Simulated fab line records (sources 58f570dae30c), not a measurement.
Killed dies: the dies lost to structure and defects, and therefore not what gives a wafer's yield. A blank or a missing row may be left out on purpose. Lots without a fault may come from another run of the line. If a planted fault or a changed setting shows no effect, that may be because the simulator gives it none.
Which tool is to blame? || flow berkeleyCmos170 || 33 wafers from 11 lots sampled at 4 of the route's 331 steps

== WHAT THE GAUGES READ, wafer by wafer ==
UCB170_START_BOW_MEAS_00. Usual: INCOMING_BOW gives 0 um (standard deviation 6.1).
{"lot": "L529", "measured": "day 1 10:00", "on": "filmMetro-02", "INCOMING_BOW (um)": "-2 -2 6", "flag": ""}
{"lot": "L530", "measured": "day 1 15:00", "on": "filmMetro-03", "INCOMING_BOW (um)": "5 -4 7", "flag": ""}
{"lot": "L531", "measured": "day 1 20:00", "on": "filmMetro-02", "INCOMING_BOW (um)": "10 -7 -1", "flag": ""}
{"lot": "L532", "measured": "day 2 01:01", "on": "filmMetro-03", "INCOMING_BOW (um)": "9 -4 -11", "flag": ""}
{"lot": "L533", "measured": "day 2 06:00", "on": "filmMetro-02", "INCOMING_BOW (um)": "-4 -2 -6", "flag": ""}
{"lot": "L534", "measured": "day 2 11:02", "on": "filmMetro-03", "INCOMING_BOW (um)": "8 0 6", "flag": ""}
{"lot": "L535", "measured": "day 2 16:01", "on": "filmMetro-04", "INCOMING_BOW (um)": "-10 -7 -10", "flag": ""}
{"lot": "L538", "measured": "day 3 07:04", "on": "filmMetro-04", "INCOMING_BOW (um)": "-4 1 5", "flag": ""}
{"lot": "L539", "measured": "day 3 12:01", "on": "filmMetro-04", "INCOMING_BOW (um)": "-1 4 -6", "flag": ""}
{"lot": "L541", "measured": "day 3 22:01", "on": "filmMetro-03", "INCOMING_BOW (um)": "-5 6 -3", "flag": ""}
{"lot": "L552", "measured": "day 6 05:00", "on": "filmMetro-02", "INCOMING_BOW (um)": "8 -6 -8", "flag": ""}

UCB170_ACTIVE_THK_MEAS_06. Usual: ACTIVE_NITRIDE_THK gives 220.4 nm (standard deviation 1.7).
{"lot": "L529", "measured": "day 4 02:12", "on": "filmMetro-02", "ACTIVE_NITRIDE_THK (nm)": "222.9 223.3 224.8", "flag": ""}
{"lot": "L530", "measured": "day 4 11:09", "on": "filmMetro-03", "ACTIVE_NITRIDE_THK (nm)": "219.0 220.1 220.9", "flag": ""}
{"lot": "L531", "measured": "day 4 22:25", "on": "filmMetro-04", "ACTIVE_NITRIDE_THK (nm)": "219.3 219.5 221.0", "flag": ""}
{"lot": "L532", "measured": "day 4 22:25", "on": "filmMetro-03", "ACTIVE_NITRIDE_THK (nm)": "218.3 219.5 220.1", "flag": ""}
{"lot": "L533", "measured": "day 5 03:40", "on": "filmMetro-04", "ACTIVE_NITRIDE_THK (nm)": "221.5 222.1 221.9", "flag": ""}
{"lot": "L534", "measured": "day 5 15:04", "on": "filmMetro-03", "ACTIVE_NITRIDE_THK (nm)": "218.8 218.6 217.6", "flag": ""}
{"lot": "L535", "measured": "day 5 15:05", "on": "filmMetro-02", "ACTIVE_NITRIDE_THK (nm)": "221.0 220.8 221.8", "flag": ""}
{"lot": "L538", "measured": "day 6 04:35", "on": "filmMetro-04", "ACTIVE_NITRIDE_THK (nm)": "223.5 223.4 221.1", "flag": ""}
{"lot": "L539", "measured": "day 6 12:03", "on": "filmMetro-02", "ACTIVE_NITRIDE_THK (nm)": "231.8 232.9 230.9 231.6 233.0 230.9", "flag": "OFF"}
{"lot": "L541", "measured": "day 6 22:30", "on": "filmMetro-02", "ACTIVE_NITRIDE_THK (nm)": "219.6 218.0 218.3", "flag": ""}
{"lot": "L552", "measured": "day 9 07:35", "on": "filmMetro-03", "ACTIVE_NITRIDE_THK (nm)": "221.1 221.6 220.8", "flag": ""}

== WHAT TOOL EACH LOT RAN ON (gives the tool, then ch and the chambers of the sampled wafers, and finally the start) ==
{"lot": "L529", "UCB170_ZERO_ETCH_06": "rieDiel-03 ch 0,1,2, day 1 21:08", "UCB170_ACTIVE_CVD_05": "lpcvd-01 ch 0, day 4 00:17"}
{"lot": "L530", "UCB170_ZERO_ETCH_06": "rieDiel-04 ch 0,1,2, day 2 01:25", "UCB170_ACTIVE_CVD_05": "lpcvd-02 ch 0, day 4 09:14"}
{"lot": "L531", "UCB170_ZERO_ETCH_06": "rieDiel-03 ch 0,1,2, day 2 06:38", "UCB170_ACTIVE_CVD_05": "lpcvd-01 ch 1, day 4 20:30"}
{"lot": "L532", "UCB170_ZERO_ETCH_06": "rieDiel-02 ch 0,2,3, day 2 10:20", "UCB170_ACTIVE_CVD_05": "lpcvd-01 ch 1, day 4 20:30"}
{"lot": "L533", "UCB170_ZERO_ETCH_06": "rieDiel-04 ch 0,3, day 2 16:01", "UCB170_ACTIVE_CVD_05": "lpcvd-02 ch 0, day 5 01:45"}
{"lot": "L534", "UCB170_ZERO_ETCH_06": "rieDiel-04 ch 2,3, day 2 22:32", "UCB170_ACTIVE_CVD_05": "lpcvd-02 ch 0, day 5 12:11"}
{"lot": "L535", "UCB170_ZERO_ETCH_06": "rieDiel-03 ch 2,3, day 3 01:39", "UCB170_ACTIVE_CVD_05": "lpcvd-02 ch 1, day 5 12:11"}
{"lot": "L538", "UCB170_ZERO_ETCH_06": "rieDiel-03 ch 0,1,2, day 3 18:07", "UCB170_ACTIVE_CVD_05": "lpcvd-01 ch 0, day 6 02:38"}
{"lot": "L539", "UCB170_ZERO_ETCH_06": "rieDiel-03 ch 0,2, day 3 20:02", "UCB170_ACTIVE_CVD_05": "lpcvd-01 ch 0, day 6 10:07"}
{"lot": "L541", "UCB170_ZERO_ETCH_06": "rieDiel-03 ch 0,2,3, day 4 07:49", "UCB170_ACTIVE_CVD_05": "lpcvd-02 ch 1, day 6 20:34"}
{"lot": "L552", "UCB170_ZERO_ETCH_06": "rieDiel-04 ch 0,2, day 6 14:29", "UCB170_ACTIVE_CVD_05": "lpcvd-02 ch 1, day 9 05:37"}
- UCB170_ZERO_ETCH_06: etches SiO2 in CHF3/CF4/Ar, time 12 s.
- UCB170_ACTIVE_CVD_05: deposits Si3N4 from SiH2Cl2/NH3, target thk 220 nm, time 3300 s.

== WHAT THE TOOLS THEMSELVES READ (means of the sampled wafers that have a number; where no wafer has one, the mark that the record gives instead) ==
UCB170_ZERO_ETCH_06. Usual: drypumpMotorCurrentA 5.8 A, standard deviation 0.51; oesProductAu 0.621 a.u., standard deviation 0.01; rfFwdPowerW 490.3 W, standard deviation 3; throttleValvePct 9.20 %, standard deviation 0.089.
{"lot": "L529", "tool": "rieDiel-03", "drypumpMotorCurrentA (A)": 6.4, "oesProductAu (a.u.)": 0.616, "rfFwdPowerW (W)": 487.7, "throttleValvePct (%)": 9.26, "flag": ""}
{"lot": "L530", "tool": "rieDiel-04", "drypumpMotorCurrentA (A)": 5.3, "oesProductAu (a.u.)": 0.623, "rfFwdPowerW (W)": 491.2, "throttleValvePct (%)": 9.15, "flag": ""}
{"lot": "L531", "tool": "rieDiel-03", "drypumpMotorCurrentA (A)": 6.3, "oesProductAu (a.u.)": 0.614, "rfFwdPowerW (W)": 489.5, "throttleValvePct (%)": 9.26, "flag": ""}
{"lot": "L532", "tool": "rieDiel-02", "drypumpMotorCurrentA (A)": 5.2, "oesProductAu (a.u.)": 0.615, "rfFwdPowerW (W)": 491.3, "throttleValvePct (%)": 9.20, "flag": ""}
{"lot": "L533", "tool": "rieDiel-04", "drypumpMotorCurrentA (A)": 5.9, "oesProductAu (a.u.)": 0.612, "rfFwdPowerW (W)": 493.9, "throttleValvePct (%)": 9.21, "flag": ""}
{"lot": "L534", "tool": "rieDiel-04", "drypumpMotorCurrentA (A)": 5.8, "oesProductAu (a.u.)": 0.614, "rfFwdPowerW (W)": 490.9, "throttleValvePct (%)": 9.13, "flag": ""}
{"lot": "L535", "tool": "rieDiel-03", "drypumpMotorCurrentA (A)": 6.4, "oesProductAu (a.u.)": 0.619, "rfFwdPowerW (W)": 488.2, "throttleValvePct (%)": 9.22, "flag": ""}
{"lot": "L538", "tool": "rieDiel-03", "drypumpMotorCurrentA (A)": 6.3, "oesProductAu (a.u.)": 0.620, "rfFwdPowerW (W)": 489.0, "throttleValvePct (%)": 9.26, "flag": ""}
{"lot": "L539", "tool": "rieDiel-03", "drypumpMotorCurrentA (A)": 6.5, "oesProductAu (a.u.)": 0.617, "rfFwdPowerW (W)": 489.2, "throttleValvePct (%)": 9.25, "flag": ""}
{"lot": "L541", "tool": "rieDiel-03", "drypumpMotorCurrentA (A)": 6.4, "oesProductAu (a.u.)": 0.621, "rfFwdPowerW (W)": 489.2, "throttleValvePct (%)": 9.25, "flag": ""}
{"lot": "L552", "tool": "rieDiel-04", "drypumpMotorCurrentA (A)": 5.6, "oesProductAu (a.u.)": 0.627, "rfFwdPowerW (W)": 493.9, "throttleValvePct (%)": 9.21, "flag": ""}

== THE ANSWER, worked out from the rows above alone ==
Rule: a lot counts as off when the mean over its wafers that have a number is more than 3 standard deviations away from the usual mean. A lot without any number at a reading at which 4 lots or more have one is off too. The other lots that the step has rows for count as sound. After the gauges, taken in route order, come the tools' own readings; for these a lot's mean is taken, as printed above. The first step at which some lot is off is used, and at that step the reading that is off furthest; a lot without a number counts as furthest.
Off: L539, seen at UCB170_ACTIVE_THK_MEAS_06 (ACTIVE_NITRIDE_THK).
If a tool, at a process step before that reading, ran all the lots that are off and no sound lot after the first of them, it fits. The gauges at UCB170_ACTIVE_THK_MEAS_06 are tried like those tools. One fits: UCB170_ACTIVE_CVD_05 on lpcvd-01. A fault onset in the window from L538 (day 6 02:38, its last sound lot) to L539 (day 6 10:07, its first lot off) fits.

== WHAT HAD BEEN PUT IN BY THE SIMULATOR ==
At UCB170_ACTIVE_CVD_05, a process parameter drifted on lpcvd-01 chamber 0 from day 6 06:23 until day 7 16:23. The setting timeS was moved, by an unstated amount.
Shown lots that were struck: L539. The rule above reached the same finding.
